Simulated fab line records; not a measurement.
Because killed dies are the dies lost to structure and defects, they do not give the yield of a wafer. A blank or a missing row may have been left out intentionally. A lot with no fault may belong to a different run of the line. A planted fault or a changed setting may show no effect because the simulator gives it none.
A lot that was struck, set against a sound lot ; flow rit-cmos ; 15 out of 202 route steps
Sound: wafers L207.2, L207.4, L207.6. Wafers struck: L198.4, L198.5, L198.6. The cause is given at the end.
For every step that has rows: the tool of each side, followed by ch and its chambers, followed by its first start. Under that, the readings that differ: sound wafers ; struck wafers ; difference of the means ; sigmas: that difference in standard deviations of wafers without a fault.
alike: readings with means less than 2 such deviations apart, plus words and numbers identical on both sides. not compared: withheld readings, readings lacking a value on some wafer, bounds such as >300 that could conceal the same value, and numbers that have no deviation in the record and whose values overlap.
The two part at a step that has a row with sigmas, a row that says differs or no value, or rows on one side only. When numbers do not overlap yet have no deviation, they are printed without sigmas and do not part them. A reading missing from all wafers of one side parts the sides only when that side holds two or more wafers.

first, 1 step without rows for these wafers: RIT_PRETRO_DEVELOP_05 (develop time 68 s).
RIT_PRETRO_OVL_MEAS_06:
  sound on overlay-02 at day 5 10:49; struck on overlay-02 at day 3 17:35
reading;sound;struck;difference;sigmas
PRETRO_OVL (nm);-2.2 -3.1 -3.1;-1.3 0.1 1.1;+2.8;+2
then, 2 steps without rows for these wafers: RIT_PRETRO_HARDBAKE_07 (time 120 s); RIT_PRETRO_IMPLANT_08.
RIT_PRETRO_STRIP_09: strips in O2, time 180 s.
  sound on plasma-asher-04 ch 0,1, day 5 11:14; struck on plasma-asher-04 ch 0,1, day 3 18:03
  alike: drypump-motor-current-A
  not compared: rf-hours-counter-h
RIT_PRETRO_TW_MEAS_10:
  sound on film-metro-04 at day 5 11:25; struck on film-metro-01 at day 3 18:12
  alike: PRETRO_TW
then, 5 steps without rows for these wafers: RIT_GATE_WET_ETCH_00 (etches SiO2 in BOE, target depth 56 nm, time 60 s); RIT_GATE_CLEAN_01 (cleans in SC1, time 600 s); RIT_GATE_CLEAN_02 (cleans in dHF, time 30 s); RIT_GATE_CLEAN_03 (cleans in SC2, time 600 s); RIT_GATE_CLEAN_04 (cleans in dHF, time 60 s).
RIT_FOX2_THK_MEAS_91:
  sound on film-metro-01 at day 5 11:56; struck on film-metro-02 at day 3 18:41
  alike: FIELD_OXIDE_LEFT_2_THK
RIT_GATE_OXIDATION_05: target thk 3 nm, ox time 270 s.
  struck on furnace-02, day 3 19:03; sound on furnace-02 ch 0, day 5 12:54
  no value came back on the struck wafers for ox-temp-c (C), ox-temp-c-max; on the sound wafers ox-temp-c (C) reads 900.1 899.9 900.2
then, 2 steps without rows for these wafers: RIT_GATE_ANNEAL_06 (time 600 s); RIT_GATE_CVD_08 (deposits poly-Si from SiH4, target thk 250 nm, time 2220 s).

== WHERE THEY PART ==
First at RIT_PRETRO_OVL_MEAS_06; last, within this record, at RIT_GATE_OXIDATION_05.

WHY: what had been put in by the simulator
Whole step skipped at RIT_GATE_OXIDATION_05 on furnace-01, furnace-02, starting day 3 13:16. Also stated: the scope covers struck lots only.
